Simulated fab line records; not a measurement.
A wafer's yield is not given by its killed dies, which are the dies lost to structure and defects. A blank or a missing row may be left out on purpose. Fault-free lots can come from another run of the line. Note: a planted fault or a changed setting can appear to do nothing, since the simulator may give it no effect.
Which tool did it? :: flow berkeley cmos170 :: 14 lots with 42 wafers sampled at 6 steps, on a route of 331 steps

## WHAT THE GAUGES READ, wafer by wafer
UCB170_V1_CD_MEAS_90: target cd 700 nm.
lot: L594
measured: day 7 16:25
on: cd sem-01
cd nm (nm): 699.3 700.1 701.4

lot: L595
measured: day 7 19:14
on: cd sem-01
cd nm (nm): 700.5 698.8 699.4

lot: L596
measured: day 7 19:32
on: cd sem-02
cd nm (nm): 697.7 697.8 700.7

lot: L598
measured: day 8 21:46
on: cd sem-01
cd nm (nm): 697.6 697.4 700.1

lot: L600
measured: day 9 01:35
on: cd sem-02
cd nm (nm): 697.7 696.6 698.7

lot: L599
measured: day 9 01:52
on: cd sem-01
cd nm (nm): 701.8 700.4 702.9

lot: L601
measured: day 9 06:52
on: cd sem-01
cd nm (nm): 698.1 700.6 699.5

lot: L610
measured: day 10 11:35
on: cd sem-01
cd nm (nm): 698.5 699.1 698.4

lot: L606
measured: day 10 11:53
on: cd sem-02
cd nm (nm): 698.3 700.3 699.7

lot: L613
measured: day 11 00:53
on: cd sem-02
cd nm (nm): 703.5 701.2 701.6

lot: L611
measured: day 11 03:02
on: cd sem-01
cd nm (nm): 700.4 701.2 700.3

lot: L614
measured: day 11 17:47
on: cd sem-02
cd nm (nm): 701.1 703.2 700.5

lot: L616
measured: day 12 00:54
on: cd sem-01
cd nm (nm): 700.1 697.8 699.2

lot: L617
measured: day 12 18:07
on: cd sem-02
cd nm (nm): 702.3 701.8 702.6

UCB170_M3_OVL_MEAS_16.
lot: L594
measured: day 8 01:22
on: overlay-02
M3_OVL (nm): -3 3 -7

lot: L595
measured: day 8 04:37
on: overlay-02
M3_OVL (nm): 0 8 5

lot: L596
measured: day 8 04:52
on: overlay-01
M3_OVL (nm): 2 5 2

lot: L598
measured: day 9 06:37
on: overlay-01
M3_OVL (nm): -3 -11 -7

lot: L600
measured: day 9 11:45
on: overlay-02
M3_OVL (nm): -8 -5 -8

lot: L599
measured: day 9 12:16
on: overlay-01
M3_OVL (nm): -1 -11 -7

lot: L601
measured: day 9 15:53
on: overlay-02
M3_OVL (nm): 3 -6 0

lot: L610
measured: day 10 23:04
on: overlay-02
M3_OVL (nm): 9 -1 -4

lot: L606
measured: day 11 00:13
on: overlay-01
M3_OVL (nm): -4 -3 -8

lot: L613
measured: day 11 09:36
on: overlay-02
M3_OVL (nm): -3 -6 1

lot: L611
measured: day 11 10:08
on: overlay-02
M3_OVL (nm): 2 2 1

lot: L614
measured: day 12 02:40
on: overlay-02
M3_OVL (nm): 0 6 2

lot: L616
measured: day 12 09:42
on: overlay-01
M3_OVL (nm): -9 -5 -3

lot: L617
measured: day 13 02:18
on: overlay-01
M3_OVL (nm): -6 5 -2

UCB170_M3_CD_MEAS_90: target cd 700 nm.
lot: L594
measured: day 8 01:55
on: cd sem-02
cd nm (nm): 704 698 699

lot: L595
measured: day 8 05:00
on: cd sem-02
cd nm (nm): 699 700 697

lot: L596
measured: day 8 05:16
on: cd sem-01
cd nm (nm): 701 701 703

lot: L598
measured: day 9 07:01
on: cd sem-01
cd nm (nm): 700 700 698

lot: L600
measured: day 9 12:08
on: cd sem-01
cd nm (nm): 706 706 701

lot: L599
measured: day 9 12:37
on: cd sem-01
cd nm (nm): 704 703 702

lot: L601
measured: day 9 16:16
on: cd sem-01
cd nm (nm): 705 701 705

lot: L610
measured: day 10 23:26
on: cd sem-01
cd nm (nm): 721 720 724

lot: L606
measured: day 11 00:35
on: cd sem-02
cd nm (nm): 718 721 718

lot: L613
measured: day 11 09:58
on: cd sem-01
cd nm (nm): 704 709 703

lot: L611
measured: day 11 10:31
on: cd sem-01
cd nm (nm): 700 698 695

lot: L614
measured: day 12 03:02
on: cd sem-02
cd nm (nm): 702 704 707

lot: L616
measured: day 12 10:04
on: cd sem-01
cd nm (nm): 693 703 695

lot: L617
measured: day 13 02:41
on: cd sem-02
cd nm (nm): 696 699 701

## TOOL THAT RAN EACH LOT (tool first, then ch and the chambers of the sampled wafers, then the start)
lot: L594
UCB170_V1_STRIP_15: plasma asher-02 ch 0, day 7 16:19
UCB170_M3_METAL_ETCH_18: rie metal-01 ch 0, day 8 01:26
UCB170_M3_STRIP_19: plasma asher-02 ch 1, day 8 01:49

lot: L595
UCB170_V1_STRIP_15: plasma asher-02 ch 0,1, day 7 19:07
UCB170_M3_METAL_ETCH_18: rie metal-02 ch 0, day 8 04:41
UCB170_M3_STRIP_19: plasma asher-02 ch 1, day 8 04:53

lot: L596
UCB170_V1_STRIP_15: plasma asher-02 ch 0,1, day 7 19:25
UCB170_M3_METAL_ETCH_18: rie metal-04 ch 0,1, day 8 05:00
UCB170_M3_STRIP_19: plasma asher-02 ch 0,1, day 8 05:10

lot: L598
UCB170_V1_STRIP_15: plasma asher-04 ch 0,1, day 8 21:39
UCB170_M3_METAL_ETCH_18: rie metal-01 ch 0,1, day 9 06:45
UCB170_M3_STRIP_19: plasma asher-02 ch 0,1, day 9 06:55

lot: L600
UCB170_V1_STRIP_15: plasma asher-02 ch 0,1, day 9 01:29
UCB170_M3_METAL_ETCH_18: rie metal-04 ch 0,1, day 9 11:51
UCB170_M3_STRIP_19: plasma asher-01 ch 0,1, day 9 12:02

lot: L599
UCB170_V1_STRIP_15: plasma asher-04 ch 0,1, day 9 01:46
UCB170_M3_METAL_ETCH_18: rie metal-01 ch 0,1, day 9 12:20
UCB170_M3_STRIP_19: plasma asher-01 ch 0,1, day 9 12:31

lot: L601
UCB170_V1_STRIP_15: plasma asher-01 ch 0,1, day 9 06:41
UCB170_M3_METAL_ETCH_18: rie metal-04 ch 0,1, day 9 15:58
UCB170_M3_STRIP_19: plasma asher-01 ch 0,1, day 9 16:09

lot: L610
UCB170_V1_STRIP_15: plasma asher-01 ch 0,1, day 10 11:28
UCB170_M3_METAL_ETCH_18: rie metal-01 ch 0,1, day 10 23:09
UCB170_M3_STRIP_19: plasma asher-03 ch 0,1, day 10 23:20

lot: L606
UCB170_V1_STRIP_15: plasma asher-01 ch 0,1, day 10 11:47
UCB170_M3_METAL_ETCH_18: rie metal-01 ch 0,1, day 11 00:17
UCB170_M3_STRIP_19: plasma asher-03 ch 0,1, day 11 00:29

lot: L613
UCB170_V1_STRIP_15: plasma asher-04 ch 0, day 11 00:47
UCB170_M3_METAL_ETCH_18: rie metal-02 ch 0, day 11 09:41
UCB170_M3_STRIP_19: plasma asher-01 ch 0,1, day 11 09:52

lot: L611
UCB170_V1_STRIP_15: plasma asher-01 ch 0,1, day 11 02:55
UCB170_M3_METAL_ETCH_18: rie metal-04 ch 0,1, day 11 10:13
UCB170_M3_STRIP_19: plasma asher-02 ch 0,1, day 11 10:24

lot: L614
UCB170_V1_STRIP_15: plasma asher-02 ch 1, day 11 17:37
UCB170_M3_METAL_ETCH_18: rie metal-04 ch 0, day 12 02:44
UCB170_M3_STRIP_19: plasma asher-02 ch 0,1, day 12 02:55

lot: L616
UCB170_V1_STRIP_15: plasma asher-01 ch 1, day 12 00:48
UCB170_M3_METAL_ETCH_18: rie metal-02 ch 0,1, day 12 09:46
UCB170_M3_STRIP_19: plasma asher-03 ch 0, day 12 09:58

lot: L617
UCB170_V1_STRIP_15: plasma asher-02 ch 0,1, day 12 18:00
UCB170_M3_METAL_ETCH_18: rie metal-04 ch 0,1, day 13 02:23
UCB170_M3_STRIP_19: plasma asher-02 ch 0,1, day 13 02:34
- UCB170_V1_STRIP_15: strips in O2.
- UCB170_M3_METAL_ETCH_18: etches Al in Cl2/BCl3, stops on SiO2, target depth 1170 nm, time 195 s.
- UCB170_M3_STRIP_19: strips in O2.

## AS READ BY THE TOOLS THEMSELVES (means over the sampled wafers that have a number; for cases with no such wafer, the mark the record gives instead)
UCB170_V1_STRIP_15.
lot: L594
tool: plasma asher-02
drypump motor current A (A): 5.5
o2 flow sccm (sccm): 401.5
oes product au (a.u.): 0.723
strip time to endpoint s (s): 15.38

lot: L595
tool: plasma asher-02
drypump motor current A (A): 6.0
o2 flow sccm (sccm): 399.9
oes product au (a.u.): 0.722
strip time to endpoint s (s): 15.16

lot: L596
tool: plasma asher-02
drypump motor current A (A): 5.7
o2 flow sccm (sccm): 401.6
oes product au (a.u.): 0.723
strip time to endpoint s (s): 15.29

lot: L598
tool: plasma asher-04
drypump motor current A (A): 5.5
o2 flow sccm (sccm): 400.5
oes product au (a.u.): 0.722
strip time to endpoint s (s): 15.47

lot: L600
tool: plasma asher-02
drypump motor current A (A): 5.7
o2 flow sccm (sccm): 398.8
oes product au (a.u.): 0.720
strip time to endpoint s (s): 15.50

lot: L599
tool: plasma asher-04
drypump motor current A (A): 5.9
o2 flow sccm (sccm): 400.6
oes product au (a.u.): 0.719
strip time to endpoint s (s): 15.26

lot: L601
tool: plasma asher-01
drypump motor current A (A): 5.7
o2 flow sccm (sccm): 399.7
oes product au (a.u.): 0.725
strip time to endpoint s (s): 15.42

lot: L610
tool: plasma asher-01
drypump motor current A (A): 5.9
o2 flow sccm (sccm): 400.4
oes product au (a.u.): 0.721
strip time to endpoint s (s): 15.45

lot: L606
tool: plasma asher-01
drypump motor current A (A): 5.7
o2 flow sccm (sccm): 399.8
oes product au (a.u.): 0.722
strip time to endpoint s (s): 15.38

lot: L613
tool: plasma asher-04
drypump motor current A (A): 6.2
o2 flow sccm (sccm): 400.7
oes product au (a.u.): 0.723
strip time to endpoint s (s): 15.23

lot: L611
tool: plasma asher-01
drypump motor current A (A): 5.9
o2 flow sccm (sccm): 398.9
oes product au (a.u.): 0.720
strip time to endpoint s (s): 15.43

lot: L614
tool: plasma asher-02
drypump motor current A (A): 6.2
o2 flow sccm (sccm): 398.2
oes product au (a.u.): 0.719
strip time to endpoint s (s): 15.30

lot: L616
tool: plasma asher-01
drypump motor current A (A): 5.5
o2 flow sccm (sccm): 401.0
oes product au (a.u.): 0.721
strip time to endpoint s (s): 15.39

lot: L617
tool: plasma asher-02
drypump motor current A (A): 5.7
o2 flow sccm (sccm): 400.4
oes product au (a.u.): 0.721
strip time to endpoint s (s): 15.20

UCB170_M3_METAL_ETCH_18.
lot: L594
tool: rie metal-01
drypump motor current A (A): 6.3
oes product au (a.u.): 0.842
throttle valve pct (%): 24.4

lot: L595
tool: rie metal-02
drypump motor current A (A): 5.5
oes product au (a.u.): 0.827
throttle valve pct (%): 24.0

lot: L596
tool: rie metal-04
drypump motor current A (A): 6.0
oes product au (a.u.): 0.842
throttle valve pct (%): 24.2

lot: L598
tool: rie metal-01
drypump motor current A (A): 6.2
oes product au (a.u.): 0.863
throttle valve pct (%): 24.2

lot: L600
tool: rie metal-04
drypump motor current A (A): 6.1
oes product au (a.u.): 0.843
throttle valve pct (%): 24.2

lot: L599
tool: rie metal-01
drypump motor current A (A): 6.3
oes product au (a.u.): 0.853
throttle valve pct (%): 24.3

lot: L601
tool: rie metal-04
drypump motor current A (A): 6.1
oes product au (a.u.): 0.840
throttle valve pct (%): 24.2

lot: L610
tool: rie metal-01
drypump motor current A (A): 6.3
oes product au (a.u.): 0.741
throttle valve pct (%): 24.3

lot: L606
tool: rie metal-01
drypump motor current A (A): 6.3
oes product au (a.u.): 0.729
throttle valve pct (%): 24.4

lot: L613
tool: rie metal-02
drypump motor current A (A): 5.5
oes product au (a.u.): 0.833
throttle valve pct (%): 24.0

lot: L611
tool: rie metal-04
drypump motor current A (A): 5.8
oes product au (a.u.): 0.852
throttle valve pct (%): 24.5

lot: L614
tool: rie metal-04
drypump motor current A (A): 6.3
oes product au (a.u.): 0.853
throttle valve pct (%): 23.9

lot: L616
tool: rie metal-02
drypump motor current A (A): 5.9
oes product au (a.u.): 0.836
throttle valve pct (%): 24.1

lot: L617
tool: rie metal-04
drypump motor current A (A): 5.7
oes product au (a.u.): 0.873
throttle valve pct (%): 24.5

UCB170_M3_STRIP_19.
lot: L594
tool: plasma asher-02
drypump motor current A (A): 6.2
o2 flow sccm (sccm): 400.0
oes product au (a.u.): 0.575

lot: L595
tool: plasma asher-02
drypump motor current A (A): 6.2
o2 flow sccm (sccm): 402.0
oes product au (a.u.): 0.554

lot: L596
tool: plasma asher-02
drypump motor current A (A): 5.7
o2 flow sccm (sccm): 400.1
oes product au (a.u.): 0.529

lot: L598
tool: plasma asher-02
drypump motor current A (A): 5.7
o2 flow sccm (sccm): 399.6
oes product au (a.u.): 0.542

lot: L600
tool: plasma asher-01
drypump motor current A (A): 5.7
o2 flow sccm (sccm): 399.5
oes product au (a.u.): 0.530

lot: L599
tool: plasma asher-01
drypump motor current A (A): 5.7
o2 flow sccm (sccm): 399.8
oes product au (a.u.): 0.561

lot: L601
tool: plasma asher-01
drypump motor current A (A): 5.9
o2 flow sccm (sccm): 399.3
oes product au (a.u.): 0.533

lot: L610
tool: plasma asher-03
drypump motor current A (A): 6.2
o2 flow sccm (sccm): 399.0
oes product au (a.u.): 0.721

lot: L606
tool: plasma asher-03
drypump motor current A (A): 6.2
o2 flow sccm (sccm): 400.0
oes product au (a.u.): 0.723

lot: L613
tool: plasma asher-01
drypump motor current A (A): 5.8
o2 flow sccm (sccm): 400.0
oes product au (a.u.): 0.548

lot: L611
tool: plasma asher-02
drypump motor current A (A): 5.7
o2 flow sccm (sccm): 399.9
oes product au (a.u.): 0.537

lot: L614
tool: plasma asher-02
drypump motor current A (A): 6.0
o2 flow sccm (sccm): 400.1
oes product au (a.u.): 0.573

lot: L616
tool: plasma asher-03
drypump motor current A (A): 6.1
o2 flow sccm (sccm): 399.7
oes product au (a.u.): 0.541

lot: L617
tool: plasma asher-02
drypump motor current A (A): 5.9
o2 flow sccm (sccm): 399.6
oes product au (a.u.): 0.530

## THE ANSWER, worked out from the rows above alone
Rule: what is usual is taken from the lots themselves. The widest of any qualifying gaps counts: lots, ordered by their means at a reading, are off when they make up no more than a third of the lots, leave a main group of 4 or more, and stand apart from it by 3 or more times the standard deviation of that group's means. If all means in a main group match to the digits the tables above print for the reading, that group is not used. A lot without any number at a reading at which 4 lots or more have one is off too. All remaining lots with rows at the step are treated as sound. First the gauges in route order, then the tools' own readings, where a lot's mean is used as printed above. The first step at which some lot is off is used, and at that step the reading that is off furthest; a lot without a number counts as furthest.
Off, at UCB170_M3_CD_MEAS_90 on cd nm: L610, L606. Main group: mean 701 nm, sd 2.8.
A tool fits if, at a process step before that reading, it ran every lot that is off, and no sound lot after the first of them. The gauges at UCB170_M3_CD_MEAS_90 aren't tried: what is off there is off at UCB170_M3_METAL_ETCH_18 too, on other tools, and a gauge's error can't cause that. One fits: UCB170_M3_METAL_ETCH_18 on rie metal-01. A fault onset in the window from L599 (day 9 12:20, its last sound lot) to L610 (day 10 23:09, its first lot off) fits.
The tool's own readings at UCB170_M3_METAL_ETCH_18 bear it out: on the lots that are off they differ by more than 5 times the standard deviation of the sound lots' means. oes product au reads 0.735 a.u. there against 0.846 a.u. on the sound lots.

## WHAT THE SIMULATOR PUT IN
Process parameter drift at UCB170_M3_METAL_ETCH_18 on rie metal-01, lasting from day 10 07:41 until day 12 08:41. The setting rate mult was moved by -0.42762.
Shown lots that were struck: L610, L606. The rule above reached the same finding.
